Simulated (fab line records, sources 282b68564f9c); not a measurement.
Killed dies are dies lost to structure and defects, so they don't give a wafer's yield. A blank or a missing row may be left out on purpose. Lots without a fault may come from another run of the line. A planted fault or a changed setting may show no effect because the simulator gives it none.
One fault seen from 2 desks | flow rit_cmos | each desk has only its own numbers; what lay behind them comes last

THE METROLOGY DESK
What the gauges read, lot by lot, whatever tool the lot ran on: means of the sampled wafers that have a number. A lot is out of limits, marked OUT, if its mean lies more than 4 standard deviations from the usual mean; the brackets give that distance.
Columns: A = PSD_RS at RIT_SDANNEAL_RS_MEAS_04, usual 115.8 ohm/sq; B = PLDD_RS at RIT_SDANNEAL_RS_MEAS_06, usual 178.5 ohm/sq
lot  | first seen here | A                | B
L174 | day 3 12:26     | 115.5            | 177.9
L176 | day 3 18:40     | 115.2            | 178.4
L177 | day 4 02:26     | 116.0            | 178.6
L178 | day 4 06:01     | 116.0            | 179.3
L179 | day 4 06:26     | 116.1            | 179.1
L180 | day 4 18:49     | 115.8            | 178.3
L184 | day 5 09:59     | 113.7 (-6.3) OUT | 176.1 (-4.5) OUT
L186 | day 6 00:31     | 114.0 (-5.2) OUT | 176.4
L187 | day 6 04:38     | 115.6            | 178.4
L189 | day 6 16:20     | 115.8            | 179.0
L191 | day 7 00:56     | 115.5            | 178.1
L193 | day 7 06:49     | 116.0            | 178.5
L195 | day 7 16:11     | 115.2            | 177.9
L197 | day 8 00:02     | 116.0            | 178.6
This desk's finding: out of limits on L184, L186; first on L184, day 5 09:59 (PSD_RS at RIT_SDANNEAL_RS_MEAS_04). In limits: L174, L176, L177, L178, L179, L180, L187, L189, L191, L193, L195, L197.

THE TOOL OWNER'S DESK: rtp_anneal-02
The tool's own readings at RIT_SDANNEAL_RTA_03 (time 5 s): means of the sampled wafers that have a number, for each lot that ran on this tool. A lot is out of limits, marked OUT, if its mean lies more than 4 standard deviations from the usual mean; the brackets give that distance.
Columns: A = wafer_temp_C_max at RIT_SDANNEAL_RTA_03, usual 1053.4
lot  | first seen here | A
L174 | day 3 12:23     | 1053.5
L176 | day 3 18:35     | 1054.3
L178 | day 4 05:57     | 1054.3
L180 | day 4 18:45     | 1053.2
L184 | day 5 09:55     | 1052.9
L186 | day 6 00:28     | 1053.7
This desk's finding: nothing out of limits on any of the 6 lots.

PUT TOGETHER
The metrology desk could have raised an alarm at day 5 09:59, on L184, L186.
The tool owner's desk saw nothing out of limits.
The tool owner's desk has L184, L186 on record, within its limits.
Of the lots named, all ran RIT_SDANNEAL_RTA_03 on rtp_anneal-02.

WHAT THE SIMULATOR HAD PUT IN
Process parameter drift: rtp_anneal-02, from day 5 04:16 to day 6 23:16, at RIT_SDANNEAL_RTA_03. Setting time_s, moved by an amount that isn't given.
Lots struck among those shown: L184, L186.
Hours from the fault's start to each desk's first reading out of limits: the metrology desk, 6.
